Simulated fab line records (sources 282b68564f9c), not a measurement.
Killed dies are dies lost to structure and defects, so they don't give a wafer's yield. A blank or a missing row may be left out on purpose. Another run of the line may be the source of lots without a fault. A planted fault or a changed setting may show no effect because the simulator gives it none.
The tool behind it: which one? ; flow ritCmos ; Sampling: 12 lots, 36 wafers, 6 of 202 route steps

## WHAT THE GAUGES READ, wafer by wafer
RIT_ACTIVE_THK_MEAS_04. Usual: ACTIVE_NITRIDE_THK 149.7 nm, standard deviation 1.4.
lot;measured;on;ACTIVE_NITRIDE_THK (nm);flag
L814;day 1 14:14;filmMetro-03;152.2 150.9 151.2;
L815;day 1 18:46;filmMetro-03;149.5 149.1 149.6;
L816;day 2 01:22;filmMetro-03;149.6 149.9 150.1;
L820;day 2 20:34;filmMetro-01;149.1 148.0 148.0;
L821;day 3 00:32;filmMetro-03;100.7 100.8 102.2;OFF
L822;day 3 08:37;filmMetro-01;97.0 99.9 97.3;OFF
L823;day 3 14:22;filmMetro-03;148.8 148.7 147.8;
L826;day 4 01:32;filmMetro-01;148.3 150.0 149.4;
L828;day 4 11:32;filmMetro-03;150.5 151.6 150.4;
L834;day 5 18:30;filmMetro-01;148.5 149.1 149.0;
L836;day 6 03:55;filmMetro-03;151.9 151.4 151.4;
L837;day 6 09:18;filmMetro-03;149.9 150.0 151.6;

RIT_PSD_OVL_MEAS_06. Usual: PSD_OVL 0.7 nm, standard deviation 1.4.
lot;measured;on;PSD_OVL (nm);flag
L814;day 3 06:40;overlay-02;2.5 0.9 1.7;
L815;day 3 14:05;overlay-02;0.2 1.1 -0.9;
L816;day 3 17:39;overlay-02;1.5 2.2 1.7;
L820;day 4 10:42;overlay-01;3.5 2.5 0.0;
L821;day 4 12:58;overlay-01;1.7 2.1 1.2;
L822;day 4 23:37;overlay-01;-0.9 -1.7 -0.4;
L823;day 5 02:55;overlay-01;1.1 -1.3 -0.4;
L826;day 5 13:53;overlay-01;0.4 2.1 0.2;
L828;day 6 01:20;overlay-02;0.3 -1.7 -0.8;
L834;day 7 06:23;overlay-02;3.3 2.9 3.6;
L836;day 7 20:35;overlay-02;1.2 3.0 0.1;
L837;day 8 00:17;overlay-01;0.5 -0.5 0.0;

RIT_CONTACT_THK_MEAS_01. Usual: CONTACT_TEOS_THK 401 nm, standard deviation 5.5.
lot;measured;on;CONTACT_TEOS_THK (nm);flag
L814;day 3 08:44;filmMetro-01;396 401 396;
L815;day 3 16:10;filmMetro-02;393 399 402;
L816;day 3 19:44;filmMetro-02;403 411 403;
L820;day 4 12:47;filmMetro-04;395 413 406;
L821;day 4 15:02;filmMetro-01;402 404 403;
L822;day 5 01:41;filmMetro-01;406 409 407;
L823;day 5 04:58;filmMetro-04;401 400 403;
L826;day 5 16:17;filmMetro-04;393 395 400;
L828;day 6 03:28;filmMetro-01;401 403 414;
L834;day 7 08:28;filmMetro-01;399 400 404;
L836;day 7 22:51;filmMetro-04;395 397 401;
L837;day 8 02:20;filmMetro-02;399 397 404;

RIT_M1_CD_MEAS_09: target cd 2600 nm. Usual: cdNm at 2599.1 nm, with a standard deviation of 2.2.
lot;measured;on;cdNm (nm);flag
L814;day 3 12:50;cdSem-01;2599.6 2601.8 2601.6;
L815;day 3 20:02;cdSem-01;2602.4 2600.7 2601.2;
L816;day 3 23:25;cdSem-02;2600.8 2599.7 2595.5;
L820;day 4 16:28;cdSem-02;2595.9 2594.7 2596.2;
L821;day 4 18:41;cdSem-01;2599.2 2598.7 2598.0;
L822;day 5 05:34;cdSem-01;2599.0 2598.4 2600.6;
L823;day 5 08:46;cdSem-01;2599.9 2600.5 2600.0;
L826;day 5 20:09;cdSem-01;2593.7 2595.5 2597.1;
L828;day 6 07:20;cdSem-01;2601.6 2600.7 2599.8;
L834;day 7 12:02;cdSem-01;2603.1 2600.6 2601.4;
L836;day 8 02:38;cdSem-01;2598.4 2601.1 2599.6;
L837;day 8 06:02;cdSem-02;2600.0 2601.3 2599.9;

## TOOL THAT RAN EACH LOT (tool first, then ch and the chambers of the sampled wafers, then the start)
lot;RIT_ACTIVE_CVD_03;RIT_ACTIVE_ETCH_13
L814;lpcvd-01 ch 0, day 1 12:07;rieDiel-03 ch 1,2,3, day 1 15:25
L815;lpcvd-02 ch 1, day 1 17:20;rieDiel-01 ch 0,3, day 1 19:56
L816;lpcvd-01 ch 1, day 1 22:09;rieDiel-01 ch 0,3, day 2 02:38
L820;lpcvd-02 ch 1, day 2 19:08;rieDiel-03 ch 0,2, day 2 21:50
L821;lpcvd-02 ch 1, day 2 23:07;rieDiel-04 ch 0,2, day 3 01:43
L822;lpcvd-02 ch 0, day 3 06:29;rieDiel-01 ch 0,1, day 3 09:55
L823;lpcvd-01 ch 0, day 3 12:56;rieDiel-01 ch 0,1,2, day 3 15:32
L826;lpcvd-01 ch 1, day 4 00:07;rieDiel-04 ch 0,1,2, day 4 02:43
L828;lpcvd-01 ch 1, day 4 10:07;rieDiel-04 ch 0,1,3, day 4 12:43
L834;lpcvd-01 ch 0, day 5 17:05;rieDiel-01 ch 0,1,2, day 5 19:41
L836;lpcvd-01 ch 1, day 6 02:29;rieDiel-04 ch 0,1,2, day 6 05:05
L837;lpcvd-02 ch 1, day 6 07:53;rieDiel-01 ch 1,2,3, day 6 10:28
- RIT_ACTIVE_CVD_03: deposits Si3N4 from SiH2Cl2/NH3, target thk 150 nm, time 1500 s.
- RIT_ACTIVE_ETCH_13: etches Si3N4 in SF6, stops on SiO2, time 210 s, target depth 210 nm.

## AS READ BY THE TOOLS THEMSELVES (means over the sampled wafers that have a number; for cases with no such wafer, the mark the record gives instead)
RIT_ACTIVE_CVD_03. Usual: sih2cl2FlowSccm 59.99 sccm, standard deviation 0.18; spikeTcLoadC 834.4 C, standard deviation 1.8.
lot;tool;sih2cl2FlowSccm (sccm);spikeTcLoadC (C);flag
L814;lpcvd-01;59.95;833.2;
L815;lpcvd-02;60.04;836.1;
L816;lpcvd-01;59.81;835.4;
L820;lpcvd-02;60.02;835.0;
L821;lpcvd-02;60.13;835.6;
L822;lpcvd-02;60.02;832.9;
L823;lpcvd-01;59.90;832.5;
L826;lpcvd-01;60.00;836.3;
L828;lpcvd-01;59.85;836.2;
L834;lpcvd-01;60.21;833.4;
L836;lpcvd-01;60.25;835.7;
L837;lpcvd-02;60.12;836.7;

RIT_ACTIVE_ETCH_13. Usual: drypumpMotorCurrentA 5.9 A, standard deviation 0.49; oesProductAu 0.818 a.u., standard deviation 0.014; throttleValvePct 7.47 %, standard deviation 0.15.
lot;tool;drypumpMotorCurrentA (A);oesProductAu (a.u.);throttleValvePct (%);flag
L814;rieDiel-03;6.2;0.826;7.46;
L815;rieDiel-01;6.1;0.808;7.44;
L816;rieDiel-01;6.2;0.811;7.44;
L820;rieDiel-03;5.9;0.806;7.35;
L821;rieDiel-04;5.0;0.677;7.52;OFF
L822;rieDiel-01;5.8;0.666;7.47;OFF
L823;rieDiel-01;6.0;0.813;7.43;
L826;rieDiel-04;5.3;0.819;7.52;
L828;rieDiel-04;5.5;0.815;7.53;
L834;rieDiel-01;6.0;0.823;7.42;
L836;rieDiel-04;5.3;0.826;7.52;
L837;rieDiel-01;5.8;0.830;7.35;

## THE ANSWER, worked out from the rows above alone
Rule: a lot counts as off when the mean over its wafers that have a number is more than 3 standard deviations away from the usual mean. A lot without any number at a reading at which 4 lots or more have one is off too. The other lots that the step has rows for count as sound. Order of review: gauges by route order, followed by the tools' own readings, for which a lot's mean as printed above is used. The first step at which some lot is off is used, and at that step the reading that is off furthest; a lot without a number counts as furthest.
Off: L821, L822, seen at RIT_ACTIVE_THK_MEAS_04 (ACTIVE_NITRIDE_THK).
If a tool, at a process step before that reading, ran all the lots that are off and no sound lot after the first of them, it fits. Not tried: the gauges at RIT_ACTIVE_THK_MEAS_04; whatever is off there is also off at RIT_ACTIVE_ETCH_13, on other tools, and gauge error can't account for it. Not one of the candidates tried fits.

## WHAT HAD BEEN PUT IN BY THE SIMULATOR
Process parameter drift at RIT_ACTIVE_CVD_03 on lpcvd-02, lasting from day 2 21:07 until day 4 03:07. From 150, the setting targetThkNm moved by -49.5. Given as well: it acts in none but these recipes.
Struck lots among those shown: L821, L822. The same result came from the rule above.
